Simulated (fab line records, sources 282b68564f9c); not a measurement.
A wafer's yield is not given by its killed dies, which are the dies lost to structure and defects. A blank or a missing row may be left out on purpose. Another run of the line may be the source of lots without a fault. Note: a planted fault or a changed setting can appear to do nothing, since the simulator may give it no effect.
What tool caused it?	flow rit-cmos	14 lots with 42 wafers sampled at 5 steps, on a route of 202 steps

WHAT EACH GAUGE READ, for each wafer
RIT_PSD_OVL_MEAS_06. Usual: for PSD_OVL the level is -0.3 nm and the standard deviation is 1.2.
lot	measured	on	PSD_OVL (nm)	flag
L760	day 3 06:13	overlay-01	0.1 0.5 0.6	
L761	day 3 06:20	overlay-02	1.9 -0.1 0.0	
L762	day 3 10:40	overlay-01	1.3 0.7 0.5	
L763	day 3 14:56	overlay-02	-0.7 0.5 -2.8	
L764	day 3 21:28	overlay-01	-0.8 -0.5 1.6	
L765	day 4 01:58	overlay-02	0.2 -0.4 0.8	
L766	day 4 06:40	overlay-01	-0.9 -2.8 -0.7	
L768	day 4 17:03	overlay-02	-0.3 -1.1 -1.3	
L771	day 5 07:23	overlay-02	0.2 -1.1 -1.3	
L774	day 5 22:58	overlay-02	1.3 -0.8 -2.4	
L778	day 6 18:03	overlay-02	0.1 -1.7 -1.7	
L780	day 7 04:44	overlay-02	0.0 -2.0 -0.4	
L781	day 7 08:46	overlay-02	-0.6 0.7 -1.1	
L783	day 7 19:40	overlay-02	1.2 1.1 0.5	

RIT_M1_CD_MEAS_90 targets a cd of 2600 nm. Usual: cd-nm at 2601.0 nm, with a standard deviation of 2.7.
lot	measured	on	cd-nm (nm)	flag
L760	day 3 13:19	cd-sem-02	2602.0 2599.6 2602.8	
L761	day 3 13:38	cd-sem-01	2598.1 2599.5 2599.6	
L762	day 3 17:14	cd-sem-01	2603.5 2599.3 2604.5	
L763	day 3 21:32	cd-sem-02	2603.0 2603.8 2602.9	
L764	day 4 04:14	cd-sem-01	2602.3 2599.5 2601.3	
L765	day 4 08:56	cd-sem-01	2599.8 2597.8 2599.0	
L766	day 4 13:38	cd-sem-02	2600.4 2604.7 2603.7	
L768	day 4 23:49	cd-sem-01	2603.3 2602.4 2596.1	
L771	day 5 14:09	cd-sem-01	2598.2 2598.8 2570.7	OFF
L774	day 6 05:53	cd-sem-01	2572.1 2573.1 2574.6	OFF
L778	day 7 00:52	cd-sem-02	2599.0 2600.1 2602.7	
L780	day 7 11:37	cd-sem-02	2601.3 2601.0 2599.4	
L781	day 7 15:44	cd-sem-01	2604.6 2603.5 2603.0	
L783	day 8 02:20	cd-sem-02	2601.8 2600.4 2604.1	

WHAT TOOL EACH LOT RAN ON (gives the tool, then ch and the chambers of the sampled wafers, and finally the start)
lot	RIT_NSD_STRIP_09	RIT_CONTACT_CVD_00	RIT_M1_METAL_ETCH_12
L760	plasma-asher-01 ch 0,1, day 3 05:08	pecvd-04 ch 1,2, day 3 08:24	rie-metal-02 ch 0,1, day 3 12:47
L761	plasma-asher-02 ch 0,1, day 3 05:15	pecvd-01 ch 1,2, day 3 08:44	rie-metal-01 ch 0,1, day 3 13:05
L762	plasma-asher-01 ch 0,1, day 3 09:35	pecvd-02 ch 0,1,2, day 3 12:42	rie-metal-03 ch 0,1, day 3 16:43
L763	plasma-asher-01 ch 0,1, day 3 13:50	pecvd-04 ch 1, day 3 16:58	rie-metal-02 ch 0,1, day 3 21:00
L764	plasma-asher-01 ch 0,1, day 3 20:15	pecvd-01 ch 0,1,2, day 3 23:33	rie-metal-01 ch 0,1, day 4 03:41
L765	plasma-asher-02 ch 0, day 4 00:45	pecvd-02 ch 0,2, day 4 03:59	rie-metal-03 ch 0, day 4 08:26
L766	plasma-asher-01 ch 0,1, day 4 05:35	pecvd-04 ch 0,1, day 4 08:50	rie-metal-02 ch 1, day 4 13:05
L768	plasma-asher-02 ch 0,1, day 4 15:58	pecvd-02 ch 1,2, day 4 19:02	rie-metal-03 ch 0,1, day 4 23:17
L771	plasma-asher-02 ch 0,1, day 5 06:20	pecvd-02 ch 0,1,2, day 5 09:28	rie-metal-03 ch 0,1, day 5 13:39
L774	plasma-asher-01 ch 1, day 5 21:48	pecvd-02 ch 0,1,2, day 6 00:58	rie-metal-03 ch 0, day 6 05:12
L778	plasma-asher-02 ch 0,1, day 6 16:58	pecvd-04 ch 1,2, day 6 20:02	rie-metal-01 ch 0,1, day 7 00:20
L780	plasma-asher-04 ch 0,1, day 7 03:38	pecvd-02 ch 0,1,2, day 7 06:58	rie-metal-01 ch 0,1, day 7 11:05
L781	plasma-asher-02 ch 0,1, day 7 07:33	pecvd-04 ch 0,1,2, day 7 10:46	rie-metal-02 ch 0,1, day 7 15:11
L783	plasma-asher-04 ch 0,1, day 7 18:27	pecvd-02 ch 0,1,2, day 7 21:39	rie-metal-01 ch 0,1, day 8 01:49
- RIT_NSD_STRIP_09: strips in O2, time 180 s.
- RIT_CONTACT_CVD_00: deposits SiO2 from TEOS, target thk 400 nm, time 61 s.
- RIT_M1_METAL_ETCH_12: etches Al in Cl2/BCl3, stops on SiO2, time 165 s, target depth 600 nm.

WHAT THE TOOLS THEMSELVES READ (means of the sampled wafers that have a number; where no wafer has one, the mark that the record gives instead)
RIT_NSD_STRIP_09. Usual: drypump-motor-current-A at 5.7 A, with a standard deviation of 0.34.
lot	tool	drypump-motor-current-A (A)	flag
L760	plasma-asher-01	6.0	
L761	plasma-asher-02	5.9	
L762	plasma-asher-01	5.7	
L763	plasma-asher-01	5.7	
L764	plasma-asher-01	5.8	
L765	plasma-asher-02	6.1	
L766	plasma-asher-01	6.0	
L768	plasma-asher-02	5.7	
L771	plasma-asher-02	5.7	
L774	plasma-asher-01	6.2	
L778	plasma-asher-02	5.7	
L780	plasma-asher-04	5.3	
L781	plasma-asher-02	5.9	
L783	plasma-asher-04	5.3	

RIT_CONTACT_CVD_00. Usual: heater-power-w at 341 W, with a standard deviation of 65.
lot	tool	heater-power-w (W)	flag
L760	pecvd-04	391	
L761	pecvd-01	300	
L762	pecvd-02	339	
L763	pecvd-04	338	
L764	pecvd-01	332	
L765	pecvd-02	315	
L766	pecvd-04	308	
L768	pecvd-02	358	
L771	pecvd-02	322	
L774	pecvd-02	365	
L778	pecvd-04	396	
L780	pecvd-02	314	
L781	pecvd-04	351	
L783	pecvd-02	343	

RIT_M1_METAL_ETCH_12. Usual: drypump-motor-current-A 6.0 A, standard deviation 0.52; oes-product-au 0.776 a.u., standard deviation 0.0082; rf-fwd-power-W 249.1 W, standard deviation 0.71; throttle-valve-pct 8.30 %, standard deviation 0.083.
lot	tool	drypump-motor-current-A (A)	oes-product-au (a.u.)	rf-fwd-power-W (W)	throttle-valve-pct (%)	flag
L760	rie-metal-02	6.4	0.774	248.2	8.34	
L761	rie-metal-01	6.2	0.765	248.6	8.26	
L762	rie-metal-03	5.7	0.772	249.3	8.26	
L763	rie-metal-02	6.0	0.775	249.8	8.30	
L764	rie-metal-01	5.7	0.770	248.7	8.33	
L765	rie-metal-03	5.9	0.778	248.4	8.33	
L766	rie-metal-02	6.7	0.770	248.9	8.39	
L768	rie-metal-03	5.7	0.769	248.9	8.26	
L771	rie-metal-03	5.7	0.780	281.9	8.25	OFF
L774	rie-metal-03	5.9	0.782	349.3	8.32	OFF
L778	rie-metal-01	6.2	0.784	249.1	8.27	
L780	rie-metal-01	5.7	0.772	248.4	8.33	
L781	rie-metal-02	6.0	0.786	249.4	8.31	
L783	rie-metal-01	5.7	0.775	248.7	8.33	

THE ANSWER, worked out from the rows above alone
Rule: a lot is off if the mean of its wafers that have a number lies more than 3 standard deviations from the usual mean. A lot without any number at a reading at which 4 lots or more have one is off too. All remaining lots with rows at the step are treated as sound. First the gauges in route order, then the tools' own readings, where a lot's mean is used as printed above. At the first step where some lot is off, the reading lying furthest off is the one used; lots without a number count as furthest.
Off, at RIT_M1_CD_MEAS_90 on cd-nm: L771, L774.
If a tool, at a process step before that reading, ran all the lots that are off and no sound lot after the first of them, it fits. The gauges at RIT_M1_CD_MEAS_90 aren't tried: what is off there is off at RIT_M1_METAL_ETCH_12 too, on other tools, and a gauge's error can't cause that. One fits: rie-metal-03 at RIT_M1_METAL_ETCH_12. Its last sound lot is L768 (day 4 23:17), its first lot that is off L771 (day 5 13:39): a fault that began between those two fits.
On the lots that are off, the tool's own readings at RIT_M1_METAL_ETCH_12 differ by more than 5 times the standard deviation of the sound lots' means, which bears it out; rf-fwd-power-W reads 315.6 W there versus 248.9 W on the sound lots.

WHAT WAS PUT IN BY THE SIMULATOR
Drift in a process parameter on rie-metal-03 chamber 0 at RIT_M1_METAL_ETCH_12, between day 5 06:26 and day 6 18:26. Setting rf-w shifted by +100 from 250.
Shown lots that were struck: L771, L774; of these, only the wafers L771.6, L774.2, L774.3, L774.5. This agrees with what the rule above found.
